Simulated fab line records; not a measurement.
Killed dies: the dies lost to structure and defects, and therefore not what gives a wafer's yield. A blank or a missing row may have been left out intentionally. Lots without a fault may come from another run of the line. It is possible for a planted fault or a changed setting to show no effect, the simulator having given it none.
fab line records	flow berkeleyCmos170
[record] lots = 5	wafers = 27
route steps=331 shown ZERO@12 SDANNEAL@205 PSD@206 NSD@207 PLDD@208 M1@250 M2@289 V2@306
startH: start of the lot's first displayed wafer, in hours after the record's first day	waitH: hours since the lot's step before	" same as the row above	L1.1+2: several wafers, shown together as one row	- no value, or no start was given	* or withheld: withheld	< > ~ a bound
route shown NAME@n: NAME is a module with steps in the file, n the number in the route of the first one	usual: mean/standard deviation of fault-free wafers	same: alike in all rows	chamber/n: place in a boat	sites: each site's reading	_std_site: standard deviation of those values	_edge_site: the outer-site mean with the inner-site mean subtracted	radiusMm: how far each site lies from the wafer's centre	mask NAME#n: copy n	behind: the most recent tool/chamber to have shaped the wafer	hold: what put the lot on hold/how long, in hours/how the hold closed	device: the transistor (n, p or np) that didn't switch	end of line: tests of these same wafers at the route's end	a step without rows: its recipe alone	killed: not the wafer's yield, but the dies lost to structure and defects at the first sort	map: a wafer's dies, x killed, . not, _ none there
set.NAME: the setting that was run; set.NAME@STEP: the one run at that earlier step	model.NAME: the simulator's own value behind a step, which no gauge read
lots run with intentionally changed settings; tables by step, rows by wafer
[[steps]]
[step UCB170_ZERO_ETCH_06]
[recipe] chemistry = CHF3/CF4/Ar	target = SiO2	timeS = 12	pressureMtorr = 100	rfW = 500	CHF3_flow_sccm = 50	cf4FlowSccm = 10	Ar_flow_sccm = 120	overEtchFrac = 1.58
[usual] oesProductAu = 0.627/0.0098
lot.wafer	tool	chamber	startH	waitH	set.targetDepthA	oesProductAu
L075.1	rieDiel-03	1	26.10	-	516	0.609
L075.2	"	0	"	"	516	0.637
L075.3	"	3	"	"	516	0.626
L075.4	"	2	"	"	516	0.635
L075.5	"	1	"	"	516	0.624
L075.6	"	0	"	"	516	0.643
L077.1	rieDiel-02	0	34.99	-	516	0.621
L077.2	"	1	"	"	516	0.623
L077.3	"	3	"	"	516	0.613
L077.4	"	2	"	"	516	0.635
L077.5	"	2	"	"	516	0.647
L077.6	"	3	"	"	516	0.613
L079.1	rieDiel-04	1	43.58	-	516	0.618
L079.4	"	2	"	"	516	0.631
L079.5	"	2	"	"	516	0.636
L080.1	rieDiel-02	1	52.46	-	516	0.620
L080.2	"	0	"	"	516	0.627
L080.3	"	2	"	"	516	0.637
L080.4	"	3	"	"	317.2	0.767
L080.5	"	0	"	"	317.2	0.789
L080.6	"	1	"	"	317.2	0.771
L082.1	rieDiel-02	1	64.24	-	516	0.622
L082.2	"	0	"	"	516	0.630
L082.3	"	3	"	"	243.5	0.882
L082.4	"	2	"	"	516	0.632
L082.5	"	0	"	"	243.5	0.901
L082.6	"	1	"	"	243.5	0.895
[step UCB170_ZERO_STRIP_07]
[recipe] chemistry = O2	powerW = 400	pressureMtorr = 3500	platenTempC = withheld	o2FlowSccm = 400	overashFraction = 0.5
[usual] stripTimeToEndpointS = 21.51/0.069
lot.wafer	tool	chamber	startH	waitH	set.targetDepthA@ZERO_ETCH_06	stripTimeToEndpointS
L075.1	plasmaAsher-02	1	26.12	0.0	516	21.50
L075.2	"	0	"	"	516	21.50
L075.3	"	1	"	"	516	21.45
L075.4	"	0	"	"	516	21.43
L075.5	"	0	"	"	516	21.46
L075.6	"	1	"	"	516	21.53
L077.1	plasmaAsher-02	0	35.02	0.0	516	21.57
L077.2	"	1	"	"	516	21.53
L077.3	"	1	"	"	516	21.53
L077.4	"	0	"	"	516	21.54
L077.5	"	1	"	"	516	21.47
L077.6	"	0	"	"	516	21.54
L079.1	plasmaAsher-03	0	43.60	0.0	516	21.50
L079.4	"	0	"	"	516	21.52
L079.5	"	1	"	"	516	21.49
L080.1	plasmaAsher-01	1	52.48	0.0	516	21.56
L080.2	"	0	"	"	516	21.52
L080.3	"	0	"	"	516	21.47
L080.4	"	1	"	"	317.2	21.61
L080.5	"	0	"	"	317.2	21.67
L080.6	"	1	"	"	317.2	21.62
L082.1	plasmaAsher-01	0	64.27	0.0	516	21.56
L082.2	"	1	"	"	516	21.52
L082.3	"	0	"	"	243.5	21.72
L082.4	"	1	"	"	516	21.54
L082.5	"	0	"	"	243.5	21.68
L082.6	"	1	"	"	243.5	21.77
[step UCB170_SDANNEAL_RTA_01]
[recipe] tempC = 1050	timeS = 5	ambient = N2
lot.wafer	tool	chamber	startH	waitH	set.timeS
L075.1+3+5	rtpAnneal-01	0	184.74	0.1	3.718
L075.2+4+6	"	0	"	"	5
L077.1+4+5	rtpAnneal-01	0	185.21	0.1	5
L077.2+3+6	"	0	"	"	6.949
L079.1+4+5	rtpAnneal-02	0	203.05	0.1	5
L080.1+3+4	rtpAnneal-01	0	206.07	0.1	5
L080.2+5+6	"	0	"	"	6.628
L082.1+2+5	rtpAnneal-01	0	206.60	0.1	5
L082.3+4+6	"	0	"	"	4.058
[step UCB170_SDANNEAL_RS_MEAS_02]
[recipe] thkMeasGauge = four-point-probe
[usual] PSD_RS = 75.6/0.32
lot.wafer	tool	chamber	startH	waitH	set.timeS@SDANNEAL_RTA_01	PSD_RS[ohm/sq]
L075.1	filmMetro-04	-	184.80	0.0	3.718	81.1
L075.2	"	-	"	"	5	75.9
L075.3	"	-	"	"	3.718	81.5
L075.4	"	-	"	"	5	75.5
L075.5	"	-	"	"	3.718	81.6
L075.6	"	-	"	"	5	75.5
L077.1	filmMetro-03	-	185.27	0.0	5	75.2
L077.2	"	-	"	"	6.949	70.2
L077.3	"	-	"	"	6.949	70.3
L077.4	"	-	"	"	5	75.5
L077.5	"	-	"	"	5	75.1
L077.6	"	-	"	"	6.949	70.6
L079.1	filmMetro-01	-	203.11	0.0	5	75.9
L079.4	"	-	"	"	5	76.1
L079.5	"	-	"	"	5	76.1
L080.1	filmMetro-04	-	206.13	0.0	5	74.9
L080.2	"	-	"	"	6.628	71.0
L080.3	"	-	"	"	5	75.0
L080.4	"	-	"	"	5	75.1
L080.5	"	-	"	"	6.628	71.0
L080.6	"	-	"	"	6.628	71.2
L082.1	filmMetro-01	-	206.66	0.0	5	75.9
L082.2	"	-	"	"	5	75.5
L082.3	"	-	"	"	4.058	79.5
L082.4	"	-	"	"	4.058	79.8
L082.5	"	-	"	"	5	76.2
L082.6	"	-	"	"	4.058	80.0
[step UCB170_SDANNEAL_RS_MEAS_03]
[recipe] thkMeasGauge = four-point-probe
[usual] NSD_RS = 37.30/0.068
lot.wafer	tool	chamber	startH	waitH	set.timeS@SDANNEAL_RTA_01	NSD_RS[ohm/sq]
L075.1	filmMetro-04	-	184.92	0.1	3.718	38.17
L075.2	"	-	"	"	5	37.35
L075.3	"	-	"	"	3.718	38.17
L075.4	"	-	"	"	5	37.30
L075.5	"	-	"	"	3.718	38.15
L075.6	"	-	"	"	5	37.25
L077.1	filmMetro-03	-	185.39	0.1	5	37.34
L077.2	"	-	"	"	6.949	36.20
L077.3	"	-	"	"	6.949	36.29
L077.4	"	-	"	"	5	37.26
L077.5	"	-	"	"	5	37.28
L077.6	"	-	"	"	6.949	36.18
L079.1	filmMetro-01	-	203.23	0.1	5	37.35
L079.4	"	-	"	"	5	37.28
L079.5	"	-	"	"	5	37.35
L080.1	filmMetro-04	-	206.25	0.1	5	37.22
L080.2	"	-	"	"	6.628	36.38
L080.3	"	-	"	"	5	37.24
L080.4	"	-	"	"	5	37.26
L080.5	"	-	"	"	6.628	36.31
L080.6	"	-	"	"	6.628	36.30
L082.1	filmMetro-01	-	206.78	0.1	5	37.21
L082.2	"	-	"	"	5	37.33
L082.3	"	-	"	"	4.058	37.85
L082.4	"	-	"	"	4.058	38.05
L082.5	"	-	"	"	5	37.24
L082.6	"	-	"	"	4.058	37.99
[step UCB170_SDANNEAL_RS_MEAS_04]
[recipe] thkMeasGauge = four-point-probe
[usual] PLDD_RS = 1032.2/2.7
lot.wafer	tool	chamber	startH	waitH	set.timeS@SDANNEAL_RTA_01	PLDD_RS[ohm/sq]
L075.1	filmMetro-04	-	185.04	0.1	3.718	1031.7
L075.2	"	-	"	"	5	1029.7
L075.3	"	-	"	"	3.718	1034.5
L075.4	"	-	"	"	5	1030.6
L075.5	"	-	"	"	3.718	1036.6
L075.6	"	-	"	"	5	1030.8
L077.1	filmMetro-03	-	185.51	0.1	5	1032.6
L077.2	"	-	"	"	6.949	1019.3
L077.3	"	-	"	"	6.949	1023.7
L077.4	"	-	"	"	5	1030.1
L077.5	"	-	"	"	5	1029.6
L077.6	"	-	"	"	6.949	1025.4
L079.1	filmMetro-01	-	203.35	0.1	5	1032.7
L079.4	"	-	"	"	5	1033.1
L079.5	"	-	"	"	5	1031.9
L080.1	filmMetro-04	-	206.37	0.1	5	1033.7
L080.2	"	-	"	"	6.628	1028.1
L080.3	"	-	"	"	5	1033.9
L080.4	"	-	"	"	5	1032.2
L080.5	"	-	"	"	6.628	1027.9
L080.6	"	-	"	"	6.628	1026.3
L082.1	filmMetro-01	-	206.90	0.1	5	1031.3
L082.2	"	-	"	"	5	1031.1
L082.3	"	-	"	"	4.058	1033.7
L082.4	"	-	"	"	4.058	1038.9
L082.5	"	-	"	"	5	1031.7
L082.6	"	-	"	"	4.058	1037.0
[step UCB170_M1_METAL_ETCH_12]
[recipe] chemistry = Cl2/BCl3	target = Al	stopOn = PSG	pressureMtorr = 12	targetDepthA = 7800	overEtchFrac = 0.3	timeS = 130	icpW = 600	biasW = 120	Cl2_flow_sccm = 90	bcl3FlowSccm = 45
lot.wafer	tool	chamber	startH	waitH	set.timeS	model.KrF_of_M1_COAT_04.thkNm	model.etch.depthNm	model.M1.featureDepthNm
L075.1	rieMetal-01	1	193.58	-	130	422.3	606.7	645.3
L075.2	"	0	"	"	196.3	180.5	608.5	671.2
L075.3	"	1	"	"	196.3	198.3	611.8	673.5
L075.4	"	0	"	"	130	420.6	596.6	635.2
L075.5	"	0	"	"	130	418.6	610.4	649.1
L075.6	"	1	"	"	196.3	197.8	602.6	664.4
L077.1	rieMetal-03	0	194.68	-	130	449.1	616.7	653.2
L077.2	"	1	"	"	130	411.9	615.4	654.4
L077.3	"	1	"	"	130	409	617.3	656.5
L077.4	"	0	"	"	130	444.5	608.4	644.8
L077.5	"	1	"	"	130	414.8	612	651
L077.6	"	0	"	"	130	444.7	619.7	656.1
L079.1	rieMetal-03	0	213.51	-	130	447.4	614.4	650.8
L079.4	"	1	"	"	130	411.6	616.1	655.1
L079.5	"	0	"	"	130	454.3	618.4	654.5
L082.1	rieMetal-01	1	216.09	-	197.2	199.4	608.4	670.5
L082.2	"	0	"	"	130	421.3	603.1	641.5
L082.3	"	1	"	"	130	431.9	597.9	636.2
L082.4	"	0	"	"	197.2	179.6	601.1	664
L082.5	"	0	"	"	130	424.6	600.6	639.2
L082.6	"	1	"	"	197.2	196.7	601.7	663.9
L080.1	rieMetal-04	1	216.21	-	77.76	611.7	469.9	469.9
L080.2	"	0	"	"	77.76	618.4	459	459
L080.3	"	1	"	"	130	429.6	623.8	661.8
L080.4	"	0	"	"	130	442.4	619.7	656.8
L080.5	"	1	"	"	77.76	610.8	471.1	471.1
L080.6	"	0	"	"	130	438.8	620.8	658
[step UCB170_M1_STRIP_13]
[recipe] chemistry = O2	powerW = 400	pressureMtorr = 3500	platenTempC = withheld	o2FlowSccm = 400	overashFraction = 0.5
[usual] oesProductAu = 0.721/0.0051
lot.wafer	tool	chamber	startH	waitH	set.timeS@M1_METAL_ETCH_12	oesProductAu
L075.1	plasmaAsher-02	1	193.71	0.1	130	0.709
L075.2	"	0	"	"	196.3	0.514
L075.3	"	1	"	"	196.3	0.526
L075.4	"	0	"	"	130	0.729
L075.5	"	1	"	"	130	0.719
L075.6	"	0	"	"	196.3	0.524
L077.1	plasmaAsher-04	0	194.81	0.1	130	0.725
L077.2	"	1	"	"	130	0.722
L077.3	"	1	"	"	130	0.718
L077.4	"	0	"	"	130	0.721
L077.5	"	0	"	"	130	0.714
L077.6	"	1	"	"	130	0.720
L079.1	plasmaAsher-01	0	213.65	0.1	130	0.725
L079.4	"	1	"	"	130	0.716
L079.5	"	1	"	"	130	0.716
L082.1	plasmaAsher-02	1	216.23	0.1	197.2	0.536
L082.2	"	0	"	"	130	0.725
L082.3	"	1	"	"	130	0.721
L082.4	"	0	"	"	197.2	0.514
L082.5	"	1	"	"	130	0.717
L082.6	"	0	"	"	197.2	0.524
L080.1	plasmaAsher-04	0	216.35	0.1	77.76	0.725
L080.2	"	1	"	"	77.76	0.729
L080.3	"	0	"	"	130	0.722
L080.4	"	1	"	"	130	0.717
L080.5	"	1	"	"	77.76	0.723
L080.6	"	0	"	"	130	0.726
[step UCB170_M1_CD_MEAS_90]
[recipe] targetCdNm = 700
[usual] cdNm = 699.5/2.2
lot.wafer	tool	chamber	startH	waitH	set.timeS@M1_METAL_ETCH_12	cdNm
L075.1	cdSem-01	-	193.81	0.1	130	701.9
L075.2	"	-	"	"	196.3	687.3
L075.3	"	-	"	"	196.3	686.0
L075.4	"	-	"	"	130	703.6
L075.5	"	-	"	"	130	704.3
L075.6	"	-	"	"	196.3	686.4
L077.1	cdSem-01	-	194.91	0.1	130	698.4
L077.2	"	-	"	"	130	698.4
L077.3	"	-	"	"	130	695.3
L077.4	"	-	"	"	130	699.6
L077.5	"	-	"	"	130	698.4
L077.6	"	-	"	"	130	699.7
L079.1	cdSem-01	-	213.75	0.1	130	698.0
L079.4	"	-	"	"	130	695.7
L079.5	"	-	"	"	130	697.5
L082.1	cdSem-01	-	216.33	0.1	197.2	685.1
L082.2	"	-	"	"	130	699.6
L082.3	"	-	"	"	130	702.1
L082.4	"	-	"	"	197.2	684.3
L082.5	"	-	"	"	130	703.7
L082.6	"	-	"	"	197.2	684.9
L080.1	cdSem-02	-	216.45	0.1	77.76	709.4
L080.2	"	-	"	"	77.76	712.0
L080.3	"	-	"	"	130	699.2
L080.4	"	-	"	"	130	699.8
L080.5	"	-	"	"	77.76	712.3
L080.6	"	-	"	"	130	700.3
[step UCB170_M2_METAL_ETCH_18]
[recipe] chemistry = Cl2/BCl3	target = Al	stopOn = SiO2	pressureMtorr = 12	targetDepthA = 11700	overEtchFrac = 0.3	timeS = 195	icpW = 600	biasW = 120	Cl2_flow_sccm = 90	bcl3FlowSccm = 45
[usual] oesProductAu = 0.861/0.013
lot.wafer	tool	chamber	startH	waitH	set.targetDepthA	oesProductAu	model.M2.featureDepthNm	model.KrF_of_M2_COAT_10.thkNm
L075.1	rieMetal-04	1	204.16	-	11700	0.863	972.5	203.4
L075.2	"	1	"	"	11700	0.857	954.5	204.4
L075.3	"	1	"	"	16620	0.722	985.1	0
L075.4	"	1	"	"	11700	0.858	963.9	197.8
L075.5	"	1	"	"	16620	0.717	981.3	0
L075.6	"	1	"	"	16620	0.722	994.2	0
L077.1	rieMetal-03	1	204.34	-	16290	0.741	990.1	0
L077.2	"	0	"	"	11700	0.841	956.3	239.5
L077.3	"	0	"	"	11700	0.839	960.4	240
L077.4	"	1	"	"	16290	0.737	983.6	0
L077.5	"	0	"	"	11700	0.838	957	237.9
L077.6	"	1	"	"	16290	0.743	999.3	0
L079.1	rieMetal-02	0	220.71	-	11700	0.882	968.5	207.3
L079.4	"	0	"	"	11700	0.871	952.6	209.9
L079.5	"	1	"	"	11700	0.852	952.8	240.2
L082.1	rieMetal-03	0	223.36	-	5708	0.955	543.3	574.1
L082.2	"	1	"	"	5708	1.041	589.4	546.3
L082.3	"	1	"	"	11700	0.863	951.1	179.7
L082.4	"	0	"	"	5708	0.957	549.2	571
L082.5	"	1	"	"	11700	0.879	956.7	179.7
L082.6	"	0	"	"	11700	0.838	953.2	244.2
L080.1	rieMetal-03	0	228.70	-	18140	0.671	991.1	0
L080.2	"	1	"	"	18140	0.709	996.5	0
L080.3	"	1	"	"	18140	0.705	1011	0
L080.4	"	0	"	"	11700	0.844	962.1	236.6
L080.5	"	0	"	"	11700	0.845	954.5	237
L080.6	"	1	"	"	11700	0.863	956	177.9
[step UCB170_M2_STRIP_19]
[recipe] chemistry = O2	powerW = 400	pressureMtorr = 3500	platenTempC = withheld	o2FlowSccm = 400	overashFraction = 0.5
[usual] oesProductAu = 0.546/0.021
lot.wafer	tool	chamber	startH	waitH	set.targetDepthA@M2_METAL_ETCH_18	oesProductAu
L077.1	plasmaAsher-03	1	204.52	0.1	16290	0.314
L077.2	"	0	"	"	11700	0.578
L077.3	"	1	"	"	11700	0.568
L077.4	"	0	"	"	16290	0.317
L077.5	"	1	"	"	11700	0.564
L077.6	"	0	"	"	16290	0.307
L075.1	plasmaAsher-01	1	204.54	0.3	11700	0.534
L075.2	"	0	"	"	11700	0.535
L075.3	"	0	"	"	16620	0.317
L075.4	"	1	"	"	11700	0.523
L075.5	"	1	"	"	16620	0.312
L075.6	"	0	"	"	16620	0.316
L079.1	plasmaAsher-01	1	220.90	0.1	11700	0.538
L079.4	"	1	"	"	11700	0.532
L079.5	"	1	"	"	11700	0.568
L082.1	plasmaAsher-02	1	223.55	0.1	5708	0.724
L082.2	"	0	"	"	5708	0.722
L082.3	"	1	"	"	11700	0.512
L082.4	"	0	"	"	5708	0.716
L082.5	"	1	"	"	11700	0.506
L082.6	"	0	"	"	11700	0.577
L080.1	plasmaAsher-03	0	228.89	0.1	18140	0.309
L080.2	"	1	"	"	18140	0.315
L080.3	"	1	"	"	18140	0.316
L080.4	"	0	"	"	11700	0.572
L080.5	"	0	"	"	11700	0.571
L080.6	"	1	"	"	11700	0.496
[step UCB170_M2_CD_MEAS_90]
[recipe] targetCdNm = 700
[usual] cdNm = 701.6/2.7
lot.wafer	tool	chamber	startH	waitH	set.targetDepthA@M2_METAL_ETCH_18	cdNm
L077.1	cdSem-01	-	204.62	0.1	16290	678.1
L077.2	"	-	"	"	11700	703.9
L077.3	"	-	"	"	11700	701.1
L077.4	"	-	"	"	16290	678.5
L077.5	"	-	"	"	11700	701.4
L077.6	"	-	"	"	16290	680.5
L075.1	cdSem-02	-	204.74	0.2	11700	702.6
L075.2	"	-	"	"	11700	700.9
L075.3	"	-	"	"	16620	679.1
L075.4	"	-	"	"	11700	701.8
L075.5	"	-	"	"	16620	680.5
L075.6	"	-	"	"	16620	681.5
L079.1	cdSem-02	-	221.00	0.1	11700	700.7
L079.4	"	-	"	"	11700	702.1
L079.5	"	-	"	"	11700	707.7
L082.1	cdSem-01	-	223.65	0.1	5708	728.9
L082.2	"	-	"	"	5708	723.7
L082.3	"	-	"	"	11700	697.4
L082.4	"	-	"	"	5708	729.0
L082.5	"	-	"	"	11700	701.7
L082.6	"	-	"	"	11700	703.3
L080.1	cdSem-01	-	228.99	0.1	18140	677.5
L080.2	"	-	"	"	18140	670.8
L080.3	"	-	"	"	18140	671.9
L080.4	"	-	"	"	11700	704.4
L080.5	"	-	"	"	11700	703.6
L080.6	"	-	"	"	11700	698.7
[step UCB170_V2_ETCH_14]
[recipe] chemistry = CHF3/CF4/Ar	target = SiO2	stopOn = Al	CHF3_flow_sccm = 45	cf4FlowSccm = 15	Ar_flow_sccm = 150	pressureMtorr = 200	rfW = 700	targetDepthA = 12500	overEtchFrac = 0.25	timeS = 291
lot.wafer	tool	chamber	startH	waitH	set.timeS	model.etch.depthNm	model.V2.featureDepthNm	model.KrF_of_V2_COAT_07.thkNm
L077.1	rieDiel-03	3	206.74	0.0	216.7	943	943	673
L077.2	"	0	"	"	291	1001	1001	609.5
L077.3	"	2	"	"	216.7	935.8	935.8	675.1
L077.4	"	0	"	"	291	999.3	999.3	608.9
L077.5	"	3	"	"	291	1000	1000	606.1
L077.6	"	2	"	"	216.7	941	941	675.2
L075.1	rieDiel-02	3	207.01	0.0	403.6	998.1	1010	507.6
L075.2	"	2	"	"	403.6	998.9	1010	516.3
L075.3	"	0	"	"	291	997.3	997.3	611.1
L075.4	"	3	"	"	291	998.7	998.7	607.3
L075.5	"	0	"	"	291	996.3	996.3	609.2
L075.6	"	2	"	"	403.6	998.8	1010	510.2
L079.1	rieDiel-03	0	223.00	0.0	291	999.6	999.6	611.4
L079.4	"	2	"	"	291	998.8	999.2	605.9
L079.5	"	1	"	"	291	999.2	999.3	605.7
L082.1	rieDiel-01	3	225.98	0.0	291	999	999	616.9
L082.2	"	0	"	"	177.7	747.8	747.8	718.2
L082.3	"	1	"	"	177.7	754.1	754.1	716.5
L082.4	"	2	"	"	177.7	778.2	778.2	711.2
L082.5	"	2	"	"	291	1000	1000	606.5
L082.6	"	1	"	"	291	999.5	999.5	611
L080.1	rieDiel-01	1	231.21	0.0	291	1001	1001	614.8
L080.2	"	3	"	"	291	998.9	998.9	616.7
L080.3	"	0	"	"	291	1001	1001	613.6
L080.4	"	2	"	"	291	999.3	999.3	603.4
L080.5	"	0	"	"	291	1000	1000	617.2
L080.6	"	3	"	"	291	998.4	998.4	614.6
[step UCB170_V2_STRIP_15]
[recipe] chemistry = O2	powerW = 400	pressureMtorr = 3500	platenTempC = withheld	o2FlowSccm = 400	overashFraction = 0.5
[usual] stripTimeToEndpointS = 15.33/0.13
lot.wafer	tool	chamber	startH	waitH	set.timeS@V2_ETCH_14	stripTimeToEndpointS
L077.1	plasmaAsher-03	0	206.92	0.1	216.7	16.75
L077.2	"	1	"	"	291	15.29
L077.3	"	1	"	"	216.7	16.80
L077.4	"	0	"	"	291	15.29
L077.5	"	1	"	"	291	15.21
L077.6	"	0	"	"	216.7	16.80
L075.1	plasmaAsher-01	1	207.19	0.1	403.6	12.90
L075.2	"	0	"	"	403.6	13.09
L075.3	"	0	"	"	291	15.33
L075.4	"	1	"	"	291	15.24
L075.5	"	0	"	"	291	15.29
L075.6	"	1	"	"	403.6	12.96
L079.1	plasmaAsher-04	1	223.18	0.1	291	15.37
L079.4	"	0	"	"	291	15.21
L079.5	"	1	"	"	291	15.20
L082.1	plasmaAsher-03	0	226.16	0.1	291	15.46
L082.2	"	1	"	"	177.7	17.84
L082.3	"	0	"	"	177.7	17.78
L082.4	"	1	"	"	177.7	17.66
L082.5	"	1	"	"	291	15.22
L082.6	"	0	"	"	291	15.34
L080.1	plasmaAsher-04	0	231.38	0.1	291	15.43
L080.2	"	1	"	"	291	15.47
L080.3	"	0	"	"	291	15.39
L080.4	"	1	"	"	291	15.15
L080.5	"	1	"	"	291	15.48
L080.6	"	0	"	"	291	15.41
[step UCB170_V2_CD_MEAS_90]
[recipe] targetCdNm = 700
[usual] cdNm = 700.3/1.6
lot.wafer	tool	chamber	startH	waitH	set.timeS@V2_ETCH_14	cdNm
L077.1	cdSem-02	-	207.02	0.1	216.7	695.4
L077.2	"	-	"	"	291	698.7
L077.3	"	-	"	"	216.7	695.4
L077.4	"	-	"	"	291	697.9
L077.5	"	-	"	"	291	697.0
L077.6	"	-	"	"	216.7	696.4
L075.1	cdSem-02	-	207.29	0.1	403.6	705.0
L075.2	"	-	"	"	403.6	703.5
L075.3	"	-	"	"	291	700.1
L075.4	"	-	"	"	291	699.6
L075.5	"	-	"	"	291	700.4
L075.6	"	-	"	"	403.6	705.3
L079.1	cdSem-01	-	223.28	0.1	291	697.7
L079.4	"	-	"	"	291	700.2
L079.5	"	-	"	"	291	698.8
L082.1	cdSem-02	-	226.26	0.1	291	700.2
L082.2	"	-	"	"	177.7	694.9
L082.3	"	-	"	"	177.7	694.7
L082.4	"	-	"	"	177.7	693.9
L082.5	"	-	"	"	291	697.8
L082.6	"	-	"	"	291	697.3
L080.1	cdSem-01	-	231.48	0.1	291	700.5
L080.2	"	-	"	"	291	701.7
L080.3	"	-	"	"	291	702.0
L080.4	"	-	"	"	291	700.7
L080.5	"	-	"	"	291	700.6
L080.6	"	-	"	"	291	702.6
[[key]]
[split] step = UCB170_ZERO_ETCH_06	setting = targetDepthA	stated = 516	by = wafer
[response] step = UCB170_ZERO_ETCH_06	reading = oesProductAu	change = -0.0046	per = 1%	r = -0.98
[response] step = UCB170_ZERO_STRIP_07	reading = stripTimeToEndpointS	change = *	per = 1%	r = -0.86
[split] step = UCB170_SDANNEAL_RTA_01	setting = timeS	stated = 5	by = wafer
[response] step = UCB170_SDANNEAL_RS_MEAS_02	reading = PSD_RS	change = -0.151	per = 1%	r = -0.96
[response] step = UCB170_SDANNEAL_RS_MEAS_03	reading = NSD_RS	change = -0.0297	per = 1%	r = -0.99
[response] step = UCB170_SDANNEAL_RS_MEAS_04	reading = PLDD_RS	change = -0.195	per = 1%	r = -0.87
[split] step = UCB170_M1_METAL_ETCH_12	setting = timeS	stated = 130	by = wafer
[response] step = UCB170_M1_METAL_ETCH_12	reading = model.KrF_of_M1_COAT_04.thkNm	change = -4.48	per = 1%	r = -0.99
[response] step = UCB170_M1_METAL_ETCH_12	reading = model.etch.depthNm	shape = bent	atLowest = 466.7	atStated = 612.1	atHighest = 603.7
[response] step = UCB170_M1_METAL_ETCH_12	reading = model.M1.featureDepthNm	shape = bent	atLowest = 466.7	atStated = 650	atHighest = 666.1
[response] step = UCB170_M1_STRIP_13	reading = oesProductAu	shape = bent	atLowest = 0.725	atStated = 0.720	atHighest = 0.525
[response] step = UCB170_M1_CD_MEAS_90	reading = cdNm	change = -0.318	per = 1%	r = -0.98
[split] step = UCB170_M2_METAL_ETCH_18	setting = targetDepthA	stated = 11700	by = wafer
[response] step = UCB170_M2_METAL_ETCH_18	reading = oesProductAu	change = -0.00275	per = 1%	r = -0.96
[response] step = UCB170_M2_METAL_ETCH_18	reading = model.M2.featureDepthNm	shape = bent	atLowest = 560.6	atStated = 958.1	atHighest = 999.5
[response] step = UCB170_M2_METAL_ETCH_18	reading = model.KrF_of_M2_COAT_10.thkNm	change = -5.4	per = 1%	r = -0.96
[response] step = UCB170_M2_STRIP_19	reading = oesProductAu	change = -0.00465	per = 1%	r = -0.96
[response] step = UCB170_M2_CD_MEAS_90	reading = cdNm	change = -0.53	per = 1%	r = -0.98
[split] step = UCB170_V2_ETCH_14	setting = timeS	stated = 291	by = wafer
[response] step = UCB170_V2_ETCH_14	reading = model.etch.depthNm	shape = bent	atLowest = 760.1	atStated = 999.3	atHighest = 998.6
[response] step = UCB170_V2_ETCH_14	reading = model.V2.featureDepthNm	shape = bent	atLowest = 760.1	atStated = 999.3	atHighest = 1010
[response] step = UCB170_V2_ETCH_14	reading = model.KrF_of_V2_COAT_07.thkNm	change = -2.6	per = 1%	r = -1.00
[response] step = UCB170_V2_STRIP_15	reading = stripTimeToEndpointS	change = *	per = 1%	r = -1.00
[response] step = UCB170_V2_CD_MEAS_90	reading = cdNm	change = +0.104	per = 1%	r = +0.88
